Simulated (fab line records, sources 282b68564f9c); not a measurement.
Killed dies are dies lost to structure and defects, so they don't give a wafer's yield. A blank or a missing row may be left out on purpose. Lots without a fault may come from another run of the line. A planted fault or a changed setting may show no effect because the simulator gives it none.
Which tool did it? | flow rit_cmos | 14 lots, 42 wafers sampled, at 2 steps of a route of 202

WHAT THE GAUGES READ, wafer by wafer
RIT_M1_CD_MEAS_90: target cd 2600 nm. Usual: cd_nm 2599.4 nm, standard deviation 2.
lot  | measured    | on        | cd_nm (nm)           | flag
L715 | day 3 17:59 | cd_sem-01 | 2602.5 2601.8 2601.3 |
L716 | day 3 22:42 | cd_sem-02 | 2599.7 2599.0 2599.5 |
L717 | day 4 00:25 | cd_sem-02 | 2599.2 2599.8 2598.2 |
L718 | day 4 07:52 | cd_sem-02 | 2599.9 2599.9 2595.5 |
L719 | day 4 12:33 | cd_sem-02 | - - -                | OFF
L720 | day 4 15:46 | cd_sem-02 | - - -                | OFF
L729 | day 6 12:04 | cd_sem-02 | 2598.1 2598.8 2597.4 |
L730 | day 6 20:43 | cd_sem-02 | 2602.5 2602.6 2599.2 |
L731 | day 6 21:15 | cd_sem-02 | 2601.6 2601.9 2601.2 |
L732 | day 7 06:42 | cd_sem-01 | 2598.0 2599.1 2597.4 |
L733 | day 7 10:10 | cd_sem-02 | 2596.4 2598.4 2596.6 |
L735 | day 7 18:11 | cd_sem-02 | 2599.1 2600.6 2603.8 |
L736 | day 8 00:43 | cd_sem-02 | 2597.8 2599.6 2598.0 |
L737 | day 8 03:56 | cd_sem-01 | 2597.4 2598.8 2598.1 |

WHICH TOOL RAN EACH LOT (tool, then ch and the chambers of the sampled wafers, then the start)
lot  | RIT_M1_METAL_ETCH_12
L715 | rie_metal-04 ch 0,1, day 3 17:29
L716 | rie_metal-01 ch 1, day 3 22:08
L717 | rie_metal-02 ch 0, day 3 23:55
L718 | rie_metal-04 ch 0,1, day 4 07:20
L719 | rie_metal-01 ch 0,1, day 4 12:01
L720 | rie_metal-02 ch 0,1, day 4 15:14
L729 | rie_metal-02 ch 0,1, day 6 11:32
L730 | rie_metal-01 ch 0,1, day 6 20:12
L731 | rie_metal-02 ch 0,1, day 6 20:44
L732 | rie_metal-01 ch 0,1, day 7 06:10
L733 | rie_metal-02 ch 0,1, day 7 09:37
L735 | rie_metal-01 ch 0,1, day 7 17:40
L736 | rie_metal-02 ch 0,1, day 8 00:12
L737 | rie_metal-04 ch 0,1, day 8 03:26
- RIT_M1_METAL_ETCH_12: etches Al in Cl2/BCl3, stops on SiO2, time 165 s, target depth 600 nm.

WHAT THE TOOLS THEMSELVES READ (means of the sampled wafers that have a number; where no wafer has one, the mark that the record gives instead)
RIT_M1_METAL_ETCH_12. Usual: bcl3_flow_sccm 49.99 sccm, standard deviation 0.15; chamber_pressure_mTorr 99.98 mTorr, standard deviation 0.088; drypump_motor_current_A 5.4 A, standard deviation 0.49; oes_product_au 0.772 a.u., standard deviation 0.011; throttle_valve_pct 8.36 %, standard deviation 0.11.
lot  | tool         | bcl3_flow_sccm (sccm) | chamber_pressure_mTorr (mTorr) | drypump_motor_current_A (A) | oes_product_au (a.u.) | throttle_valve_pct (%) | flag
L715 | rie_metal-04 | 50.09                 | 100.01                         | 5.0                         | 0.777                 | 8.49                   |
L716 | rie_metal-01 | 50.02                 | 99.93                          | 5.9                         | 0.771                 | 8.36                   |
L717 | rie_metal-02 | 50.05                 | 99.92                          | 5.6                         | 0.757                 | 8.41                   |
L718 | rie_metal-04 | 49.88                 | 99.95                          | 5.0                         | 0.770                 | 8.51                   |
L719 | rie_metal-01 | -                     | -                              | -                           | -                     | -                      | OFF
L720 | rie_metal-02 | -                     | -                              | -                           | -                     | -                      | OFF
L729 | rie_metal-02 | 49.91                 | 100.02                         | 5.3                         | 0.768                 | 8.35                   |
L730 | rie_metal-01 | 49.86                 | 100.01                         | 5.9                         | 0.780                 | 8.32                   |
L731 | rie_metal-02 | 50.07                 | 100.00                         | 5.0                         | 0.768                 | 8.27                   |
L732 | rie_metal-01 | 50.19                 | 99.98                          | 5.9                         | 0.782                 | 8.32                   |
L733 | rie_metal-02 | 50.07                 | 100.08                         | 5.3                         | 0.764                 | 8.35                   |
L735 | rie_metal-01 | 49.92                 | 100.03                         | 5.9                         | 0.784                 | 8.32                   |
L736 | rie_metal-02 | 50.23                 | 99.93                          | 5.0                         | 0.773                 | 8.27                   |
L737 | rie_metal-04 | 49.80                 | 100.02                         | 5.3                         | 0.771                 | 8.47                   |

THE ANSWER, worked out from the rows above alone
Rule: a lot is off if the mean of its wafers that have a number lies more than 3 standard deviations from the usual mean. A lot without any number at a reading at which 4 lots or more have one is off too. The other lots that the step has rows for count as sound. The gauges are gone through in route order, then the tools' own readings, and for those a lot's mean is taken as printed above. The first step at which some lot is off is used, and at that step the reading that is off furthest; a lot without a number counts as furthest.
Off: L719, L720, at RIT_M1_CD_MEAS_90 (cd_nm). Without a number there: L719, L720.
A tool fits if, at a process step before that reading, it ran every lot that is off, and no sound lot after the first of them. The gauges at RIT_M1_CD_MEAS_90 aren't tried: what is off there is off at RIT_M1_METAL_ETCH_12 too, on other tools, and a gauge's error can't cause that. None of those tried fits.

WHAT THE SIMULATOR HAD PUT IN
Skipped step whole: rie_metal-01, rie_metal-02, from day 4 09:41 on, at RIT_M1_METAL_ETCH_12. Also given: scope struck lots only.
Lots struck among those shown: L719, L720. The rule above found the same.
